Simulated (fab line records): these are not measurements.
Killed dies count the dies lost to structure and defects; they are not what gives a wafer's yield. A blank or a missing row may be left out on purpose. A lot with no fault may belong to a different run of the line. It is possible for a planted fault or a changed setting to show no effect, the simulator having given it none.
Struck lot and sound lot, side by side | flow ritCmos | 15 out of 202 route steps
Sound: the wafers L160.2, L160.3, L160.4. Wafers struck: L151.3, L151.4, L151.5. The cause is named last.
At each step with rows: each side's tool, then ch and its chambers, then its first start. Under that, the readings that differ: sound wafers | struck wafers | difference of the means | sigmas: that difference in standard deviations of wafers without a fault.
alike: words and numbers the same on both sides, and readings whose means are apart by under 2 such deviations; not compared: readings that were withheld, readings missing a value for some wafer, numbers with overlapping values and no deviation given by the record, and bounds like >300 which may hide the same value.
A row with sigmas, a row that says differs or no value, or rows on one side alone: a step with any of these is where the two part. Non-overlapping numbers with no deviation appear without sigmas and do not part them. A reading missing from all wafers of one side parts the sides only when that side holds two or more wafers.

first, 4 steps without rows for these wafers: RIT_REOX_CLEAN_00 (cleans in SC1, time 600 s); RIT_REOX_CLEAN_01 (cleans in dHF, time 30 s); RIT_REOX_CLEAN_02 (cleans in SC2, time 600 s); RIT_REOX_OXIDATION_03 (target thk 25.2 nm, ox time 5580 s).
RIT_REOX_THK_MEAS_04:
  sound: filmMetro-02 at day 7 02:55; struck: filmMetro-03 at day 4 20:14
  alike: REOX_OXIDE_THK
then, 6 steps without rows for these wafers: RIT_NLDD_HMDS_00 (prime time 60 s); RIT_NLDD_COAT_01 (resist thk 1000 nm); RIT_NLDD_SOFTBAKE_02 (time 60 s); RIT_NLDD_EXPOSE_03 (exposes mask M7, target cd 40700 nm); RIT_NLDD_PEB_04; RIT_NLDD_DEVELOP_05 (develop time 50 s).
RIT_NLDD_OVL_MEAS_06:
  sound: overlay-02 at day 7 03:49; struck: overlay-02 at day 4 21:16
  alike: NLDD_OVL
RIT_NLDD_HARDBAKE_07: time 60 s.
  sound on lithoTrack-04 ch 0, day 7 03:53; struck on lithoTrack-02 ch 0, day 4 21:20
reading                                  | sound                | struck               | difference | sigmas
heaterPowerTotalW (W)                    | 62.47 62.54 62.60    | 66.01 65.94 65.97    | +3.44      | +69
plateTempC (C)                           | 140.12 139.89 140.04 | 145.75 145.81 145.75 | +5.75      | +34
model.NOVOLAK_of_NLDD_COAT_01.thkNm (nm) | 885 882.9 885.1      | 877.1 876.6 877.6    | -7.2       | 
  alike: exhaustPa
after that, 1 step had no rows for these wafers: RIT_NLDD_IMPLANT_08.
RIT_M1_PROBE_99:
  rows exist in the record for the struck wafers here (prober-02, day 5 12:52), but not for the sound ones

WHERE THEY PART
At RIT_NLDD_HARDBAKE_07 first; at RIT_M1_PROBE_99 last (within this record only).

WHY: what the simulator had put in
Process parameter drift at RIT_NLDD_HARDBAKE_07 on lithoTrack-02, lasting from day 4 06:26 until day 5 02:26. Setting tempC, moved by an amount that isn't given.
